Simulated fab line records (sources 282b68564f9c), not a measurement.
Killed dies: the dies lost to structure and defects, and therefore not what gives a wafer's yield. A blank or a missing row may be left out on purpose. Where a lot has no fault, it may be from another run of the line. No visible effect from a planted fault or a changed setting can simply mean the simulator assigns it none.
fab line records | flow rit_cmos
record: lots: 6 wafers: 18 last_day: 7
route steps=202 shown ACTIVE@8 FOX1@20 M1@202
lots that met no fault: from a run of the same line without faults
start_h: the number of hours between the record's first day and the start of the first shown wafer of the lot | wait_h: hours elapsed since this lot's preceding step | " identical to the entry in the row above | L1.1+2: one row covering several wafers at once | - no value, or no start given | * or withheld: withheld | < > ~ a bound
route shown NAME@n: NAME is a module with steps in the file, n the number in the route of the first one | usual: mean and standard deviation over wafers with no fault | same: alike in all rows | chamber/n: place in a boat | sites: readings site by site | _std_site: the values' standard deviation | _edge_site: the outer-site mean with the inner-site mean subtracted | radius_mm: for every site, how far away it sits from the centre of the wafer | mask NAME#n: copy n | behind: the most recent tool/chamber to have shaped the wafer | hold: the reason the lot was held/the length of the hold in hours/how it ended | device: the transistor (n, p or np) that didn't switch | end of line: the tests these same wafers got at the end of their route | where a step has no rows: the recipe by itself | killed: dies lost to structure and defects at the first sort, not the wafer's yield | map: dies across one wafer; x = killed, . = not, _ = none there
set.NAME: the setting that was run; set.NAME@STEP: the one run at that earlier step | model.NAME: the simulator's own value behind a step, which no gauge read
a table for each step, a row for each wafer; lots at some steps of the route
services: from which hour (start_h, from the record's first day; less than 0 if before it) a tool's chamber was out of use, for how many hours, and why
== steps ==
step: RIT_ACTIVE_SOFTBAKE_07
recipe: resist: NOVOLAK temp_c: 90 time_s: 60
step: RIT_ACTIVE_EXPOSE_08
recipe: mask_id: M1 na: 0.6 source_shape: conventional sigma_outer: 0.6 target_cd_nm: 1400 dose_mj: 225
step: RIT_ACTIVE_PEB_09
recipe: resist: NOVOLAK temp_c: withheld time_s: withheld
step: RIT_ACTIVE_DEVELOP_10
recipe: resist: NOVOLAK develop_time_s: 50 dev_temp_c: 23
step: RIT_ACTIVE_CD_MEAS_11
recipe: target_cd_nm: 1400
usual: cd_nm: 1399.9/2.1
columns lot.wafer tool chamber start_h wait_h cd_nm
L298.1 cd_sem-02 - 14.44 - 1401.6
L298.4 " - " " 1399.6
L298.6 " - " " 1400.1
L303.1 cd_sem-02 - 39.44 - 1402.9
L303.2 " - " " 1400.8
L303.4 " - " " 1401.7
L304.1 cd_sem-02 - 44.60 - 1402.1
L304.3 " - " " 1400.1
L304.5 " - " " 1399.4
L313.1 cd_sem-02 - 90.15 - 1399.6
L313.5 " - " " 1399.6
L313.6 " - " " 1398.9
L314.1 cd_sem-02 - 95.00 - 1401.3
L314.3 " - " " 1401.2
L314.4 " - " " 1402.1
L319.3 cd_sem-02 - 119.85 - 1398.1
L319.5 " - " " 1398.9
L319.6 " - " " 1397.1
step: RIT_ACTIVE_HARDBAKE_12
recipe: resist: NOVOLAK temp_c: 140 time_s: 60
step: RIT_ACTIVE_ETCH_13
recipe: stop_on: SiO2 chemistry: SF6 target: Si3N4 time_s: 210 over_etch_frac: 0.4 SF6_flow_sccm: 200 pressure_mtorr: 260 rf_w: 125 target_depth_a: 2100
usual: drypump_motor_current_A: 5.4/0.41 oes_product_au: 0.817/0.011 throttle_valve_pct: 7.53/0.11
columns lot.wafer tool chamber start_h wait_h drypump_motor_current_A oes_product_au rf_hours_counter_h throttle_valve_pct
L298.1 rie_diel-01 1 14.71 0.1 5.8 0.801 161 7.60
L298.4 " 3 " " 5.5 0.791 121 7.56
L298.6 " 3 " " 5.5 0.796 - 7.56
L303.1 rie_diel-03 1 39.71 0.1 5.5 0.818 146 7.36
L303.2 " 3 " " 6.5 0.808 14 7.66
L303.4 " 0 " " 5.0 0.824 30 7.54
L304.1 rie_diel-02 2 44.89 0.1 5.4 0.823 101 7.52
L304.3 " 0 " " 5.2 0.836 1 7.56
L304.5 " 2 " " 5.4 0.816 - 7.54
L313.1 rie_diel-03 1 90.42 0.1 5.5 0.816 146 7.35
L313.5 " 0 " " 5.0 0.822 - 7.55
L313.6 " 1 " " 5.5 0.827 - 7.36
L314.1 rie_diel-02 0 95.27 0.1 5.2 0.839 2 7.54
L314.3 " 2 " " 5.4 0.818 101 7.52
L314.4 " 2 " " 5.4 0.812 - 7.54
L319.3 rie_diel-01 2 120.08 0.1 5.5 0.833 82 7.67
L319.5 " 0 " " 5.6 0.817 - 7.34
L319.6 " 1 " " 5.8 0.811 - 7.60
step: RIT_ACTIVE_STRIP_14
recipe: chemistry: O2 time_s: 180 resist: NOVOLAK platen_temp_c: withheld power_w: 500 pressure_mtorr: 4000 o2_flow_sccm: 4000
usual: drypump_motor_current_A: 5.7/0.69
columns lot.wafer tool chamber start_h wait_h drypump_motor_current_A rf_hours_counter_h
L298.1 plasma_asher-01 1 14.84 0.1 5.0 34
L298.4 " 0 " " 6.5 -
L298.6 " 1 " " 5.0 -
L303.1 plasma_asher-02 0 39.84 0.1 6.2 41
L303.2 " 1 " " 4.9 41
L303.4 " 1 " " 4.9 -
L304.1 plasma_asher-02 0 45.02 0.1 6.2 41
L304.3 " 1 " " 4.9 -
L304.5 " 1 " " 4.9 -
L313.1 plasma_asher-02 1 90.55 0.1 4.9 46
L313.5 " 1 " " 4.9 -
L313.6 " 0 " " 6.2 -
L314.1 plasma_asher-02 1 95.40 0.1 4.9 46
L314.3 " 0 " " 6.2 -
L314.4 " 1 " " 4.9 -
L319.3 plasma_asher-02 1 120.27 0.1 4.9 -
L319.5 " 0 " " 6.2 -
L319.6 " 1 " " 4.9 -
step: RIT_ACTIVE_CD_MEAS_90
recipe: target_cd_nm: 1400
usual: cd_nm: 1399.9/2.2
columns lot.wafer tool chamber start_h wait_h cd_nm
L298.1 cd_sem-01 - 15.02 0.1 1401.7
L298.4 " - " " 1399.5
L298.6 " - " " 1399.5
L303.1 cd_sem-02 - 40.02 0.1 1403.3
L303.2 " - " " 1400.8
L303.4 " - " " 1401.8
L304.1 cd_sem-02 - 45.20 0.1 1401.5
L304.3 " - " " 1400.3
L304.5 " - " " 1399.3
L313.1 cd_sem-02 - 90.81 0.2 1399.8
L313.5 " - " " 1400.3
L313.6 " - " " 1398.9
L314.1 cd_sem-02 - 95.58 0.1 1401.7
L314.3 " - " " 1401.2
L314.4 " - " " 1401.3
L319.3 cd_sem-02 - 120.43 0.1 1398.3
L319.5 " - " " 1399.3
L319.6 " - " " 1397.0
step: RIT_ACTIVE_CLEAN_15
recipe: chemistry: SC1 mix: 3:3:50 time_s: 600 temp_c: 75
step: RIT_ACTIVE_CLEAN_16
recipe: chemistry: dHF dilution: 50:1 time_s: 30
step: RIT_ACTIVE_CLEAN_17
recipe: chemistry: SC2 mix: 3:3:50 time_s: 600 temp_c: 75 dry: n2_spin
step: RIT_FOX1_OXIDATION_00
recipe: temp_c: 1100 ambient: H2O target_thk_a: 3507 p_h2o_torr: 720 ox_time_s: 1130
usual: spike_tc_centre_C: 1101.8/1.5 spike_tc_load_C: 1128/6.3 spike_tc_source_C: 1126.1/2 tube_center_temp_C: 1100/0.099 tube_center_temp_C_max: 1102.7/0.37 zone_power_load_pct: 40.8/1.2
columns lot.wafer tool chamber start_h wait_h spike_tc_centre_C spike_tc_load_C spike_tc_source_C tube_center_temp_C tube_center_temp_C_max zone_power_load_pct model.SiO2_of_FOX1_OXIDATION_00.thk_nm
L298.1 furnace-02 0 15.51 0.0 1100.4 1125 1129.2 1100 1103.1 39.6 353.3
L298.4 " 0 " " 1102.8 1128 1128.0 1100 1103.4 39.8 342.2
L298.6 " 0 " " 1100.9 1126 1127.5 1099.8 1102.4 39.4 352.9
L303.1 furnace-02 0 40.98 0.5 1083.4 1109 1112.5 1083.9 1087.3 37.8 311.3
L303.2 " 0 " " 1083.8 1106 1112.8 1084 1086.2 37.5 307.4
L303.4 " 0 " " 1083.6 1108 1112.1 1083.7 1086.3 38.1 314.2
L304.1 furnace-02 0 45.68 0.0 1085.3 1109 1112.0 1084 1086.7 37.3 317.4
L304.3 " 0 " " 1083.6 1109 1112.6 1083.9 1087.1 37.3 317.9
L304.5 " 0 " " 1084.4 1110 1112.9 1083.7 1086.2 37.7 330.4
L313.1 furnace-01 0 92.61 1.3 1103.1 1136 1124.3 1100 1103.2 40.5 349.3
L313.5 " 0 " " 1101.4 1138 1125.0 1099.9 1102.9 41.2 347
L313.6 " 0 " " 1101.2 1134 1124.6 1100 1103.4 41.0 347.5
L314.1 furnace-04 0 96.14 0.1 1104.5 1123 1126.3 1099.9 1103.6 42.5 343.6
L314.3 " 0 " " 1101.5 1121 1125.3 1100.1 1102.9 41.9 346.1
L314.4 " 0 " " 1101.8 1122 1126.7 1099.9 1102.7 42.0 346.9
L319.3 furnace-04 0 121.93 1.0 1102.7 1123 1126.2 1099.9 1102.7 41.6 352.5
L319.5 " 0 " " 1100.2 1123 1126.6 1100 1102.8 42.7 350
L319.6 " 0 " " 1103.9 1121 1127.8 1100.1 1102.9 42.1 352.4
step: RIT_FOX1_THK_MEAS_01
recipe: reads: SiO2_of_FOX1_OXIDATION_00
usual: FOX1_OXIDE_THK: 348/7.3
columns lot.wafer tool chamber start_h wait_h FOX1_OXIDE_THK[nm]
L298.1 film_metro-01 - 16.82 0.0 353
L298.4 " - " " 342
L298.6 " - " " 353
L303.1 film_metro-01 - 42.30 0.0 311
L303.2 " - " " 307
L303.4 " - " " 314
L304.1 film_metro-04 - 47.00 0.0 318
L304.3 " - " " 318
L304.5 " - " " 330
L313.1 film_metro-01 - 93.93 0.0 349
L313.5 " - " " 347
L313.6 " - " " 348
L314.1 film_metro-01 - 97.46 0.0 344
L314.3 " - " " 346
L314.4 " - " " 347
L319.3 film_metro-03 - 123.26 0.0 352
L319.5 " - " " 350
L319.6 " - " " 352
step: RIT_FOX1_WET_ETCH_02
recipe: chemistry: BOE target_depth_nm: 350 time_s: 390 temp_c: 21.5 dry: n2_spin dilution: 10:1 target: SiO2
step: RIT_M1_PROBE_99
usual: killed_at_contacts: 0.0/0.22 killed_at_front_end: 7/3.1 killed_dies: 7/3.1 killed_open: 3.5/2.2 killed_short: 3.3/1.9
same: gross_dies: 264 killed_at_M0_to_M3: 0 killed_at_M4_up: 0 killed_at_back_side: 0 killed_at_other: 0
columns lot.wafer tool chamber start_h wait_h killed_at_contacts killed_at_front_end killed_dies killed_open killed_short model.etest.pplus_sal.width_nm model.etest.nplus_sal.width_nm model.etest.pldd.width_nm model.etest.nldd.width_nm
L298.1 prober-02 - 60.33 0.1 0 4 4 3 1 3439 3443 3182 3183
L298.4 prober-02 - 60.48 0.2 0 6 6 2 4 3450 3440 3202 3196
L298.6 prober-02 - 60.58 0.2 0 6 6 4 2 3470 3469 3164 3180
L303.1 prober-01 - 86.57 0.2 0 6 6 5 1 3496 3502 3214 3239
L303.2 prober-01 - 86.62 0.2 0 6 6 3 3 3514 3492 3227 3217
L303.4 prober-01 - 86.72 0.2 0 7 7 4 3 3513 3501 3229 3217
L304.1 prober-01 - 88.63 0.1 0 9 9 5 4 3480 3493 3220 3214
L304.3 prober-01 - 88.73 0.2 0 9 9 5 4 3505 3484 3216 3195
L304.5 prober-01 - 88.83 0.2 0 9 9 3 6 3480 3445 3194 3191
L313.1 prober-02 - 135.13 0.1 0 4 4 3 1 3436 3451 3179 3164
L313.5 prober-02 - 135.33 0.2 0 8 8 2 6 3452 3467 3186 3182
L313.6 prober-02 - 135.38 0.2 1 3 4 0 4 3460 3447 3166 3175
L314.1 prober-01 - 138.80 0.1 0 8 8 6 2 3425 3450 3204 3190
L314.3 prober-01 - 138.90 0.2 1 7 8 2 6 3432 3430 3160 3180
L314.4 prober-01 - 138.95 0.2 0 10 10 8 2 3424 3444 3184 3173
L319.3 prober-02 - 163.75 0.2 0 24 24 13 11 3428 3430 3173 3161
L319.5 prober-02 - 163.85 0.2 0 17 17 12 5 3425 3417 3160 3157
L319.6 prober-02 - 163.90 0.2 0 14 14 5 9 3414 3436 3159 3166
killed by level:class
L298.1 GATE:geometric_particle:open=2 GATE:geometric_particle:short=1 REOX:geometric_particle:open=1
L298.4 FOX1:geometric_particle:short=3 FOX1:geometric_particle:open=1 GATE:geometric_particle:short=1 SILICIDE:geometric_particle:open=1
L298.6 SILICIDE:geometric_particle:open=3 GATE:geometric_particle:short=2 FOX2:geometric_particle:open=1
L303.1 SPACER:geometric_particle:open=2 FOX2:geometric_particle:open=1 GATE:geometric_particle:open=1 REOX:geometric_particle:short=1 REOX:geometric_particle:open=1
L303.2 GATE:geometric_particle:open=2 GATE:geometric_particle:short=1 SPACER:geometric_particle:open=1 SPACER:geometric_particle:short=1 SILICIDE:geometric_particle:short=1
L303.4 FOX2:geometric_particle:open=2 FOX1:geometric_particle:open=1 GATE:geometric_particle:open=1 GATE:geometric_particle:short=1 SPACER:geometric_particle:short=1 SILICIDE:geometric_particle:short=1
L304.1 GATE:geometric_particle:short=2 GATE:geometric_particle:open=2 SILICIDE:geometric_particle:open=2 FOX2:geometric_particle:short=1 REOX:geometric_particle:open=1 SILICIDE:geometric_particle:short=1
L304.3 GATE:geometric_particle:open=2 GATE:geometric_particle:short=2 FOX2:geometric_particle:open=1 REOX:geometric_particle:open=1 SPACER:geometric_particle:open=1 SPACER:geometric_particle:short=1 SILICIDE:geometric_particle:short=1
L304.5 FOX2:geometric_particle:short=3 GATE:geometric_particle:open=3 FOX1:geometric_particle:short=1 GATE:geometric_particle:short=1 REOX:geometric_particle:short=1
L313.1 FOX1:geometric_particle:open=1 GATE:geometric_particle:open=1 GATE:geometric_particle:short=1 SILICIDE:geometric_particle:open=1
L313.5 GATE:geometric_particle:short=4 FOX1:geometric_particle:short=1 FOX1:geometric_particle:open=1 SPACER:geometric_particle:open=1 SILICIDE:geometric_particle:short=1
L313.6 GATE:geometric_particle:short=1 SPACER:geometric_particle:short=1 SILICIDE:geometric_particle:short=1 CONTACT:geometric_particle:short=1
L314.1 SPACER:geometric_particle:open=3 GATE:geometric_particle:short=2 FOX1:geometric_particle:open=1 GATE:geometric_particle:open=1 REOX:geometric_particle:open=1
L314.3 REOX:geometric_particle:short=3 GATE:geometric_particle:short=1 GATE:geometric_particle:open=1 SPACER:geometric_particle:short=1 SILICIDE:geometric_particle:open=1 CONTACT:geometric_particle:short=1
L314.4 GATE:geometric_particle:open=3 FOX1:geometric_particle:open=2 SILICIDE:geometric_particle:open=2 GATE:geometric_particle:short=1 REOX:geometric_particle:open=1 SPACER:geometric_particle:short=1
L319.3 SPACER:geometric_particle:open=6 GATE:geometric_particle:short=5 SPACER:geometric_particle:short=3 FOX1:geometric_particle:open=2 GATE:geometric_particle:open=2 REOX:geometric_particle:open=2 ACTIVE:geometric_particle:open=1 FOX1:geometric_particle:short=1
L319.5 FOX1:geometric_particle:open=4 GATE:geometric_particle:open=4 REOX:geometric_particle:short=3 GATE:geometric_particle:short=2 REOX:geometric_particle:open=2 FOX2:geometric_particle:open=1 SPACER:geometric_particle:open=1
L319.6 GATE:geometric_particle:short=6 GATE:geometric_particle:open=3 FOX1:geometric_particle:short=1 REOX:geometric_particle:open=1 REOX:geometric_particle:short=1 SPACER:geometric_particle:short=1 SPACER:geometric_particle:open=1
== services ==
columns tool chamber start_h hours kind
plasma_asher-01 - 8.70 2.8 pm
furnace-01 - 10.85 3.5 pm
furnace-04 - 16.92 9.5 pm
rie_diel-02 1 28.45 5.9 repair
rie_diel-03 2 35.07 3.8 repair
furnace-01 - 36.99 2.8 pm
rie_diel-03 1 60.53 17.7 repair
plasma_asher-02 - 80.01 1.5 repair
rie_diel-02 1 82.89 - clean
rie_diel-02 1 82.89 17.1 scheduled_down
rie_diel-02 1 82.89 17.1 vent_cycle
rie_diel-01 1 91.23 - clean
rie_diel-01 1 91.23 23.0 scheduled_down
rie_diel-01 1 91.23 23.0 vent_cycle
rie_diel-02 2 96.00 14.4 repair
plasma_asher-02 - 108.75 9.0 pm
plasma_asher-02 0 108.75 9.0 vent_cycle
plasma_asher-02 1 108.75 9.0 vent_cycle
plasma_asher-02 0 117.75 - clean
plasma_asher-02 1 117.75 - clean
rie_diel-02 - 117.91 2.8 pm
rie_diel-03 2 119.95 2.7 repair
== key ==
first_sign: step: RIT_FOX1_OXIDATION_00 reading: tube_center_temp_C direction: down sigmas: 99+ usual: * struck: *
effect: step: RIT_FOX1_OXIDATION_00 reading: tube_center_temp_C_max direction: down sigmas: 43 usual: * struck: *
effect: step: RIT_FOX1_THK_MEAS_01 reading: FOX1_OXIDE_THK direction: down sigmas: 4.3 usual: 348 struck: 316
model_effect: step: RIT_FOX1_OXIDATION_00 value: SiO2_of_FOX1_OXIDATION_00.thk_nm without: 343.3 struck: 316.4
model_effect: step: RIT_M1_PROBE_99 value: etest.pplus_sal.width_nm without: 3469 struck: 3498
met_at RIT_FOX1_OXIDATION_00
struck_wafers L303.1,L303.2,L303.4,L304.1,L304.3,L304.5
tester_left_out L303,L304
onset_between 15.51 40.98
fault: kind: process_parameter_drift tool: furnace-02 chamber: - onset_h: 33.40 steps: RIT_FOX1_OXIDATION_00 channel: temp_c offset: * shape: step end_h: 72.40 acts_in: * stated: *
tester_left_out: of these lots the tester's yield and bins aren't shown, on N5 and GAA mostly nor the transistor test; their killed dies are dies lost to structure and defects alone, not to doping, threshold or leakage, so they don't give the yield
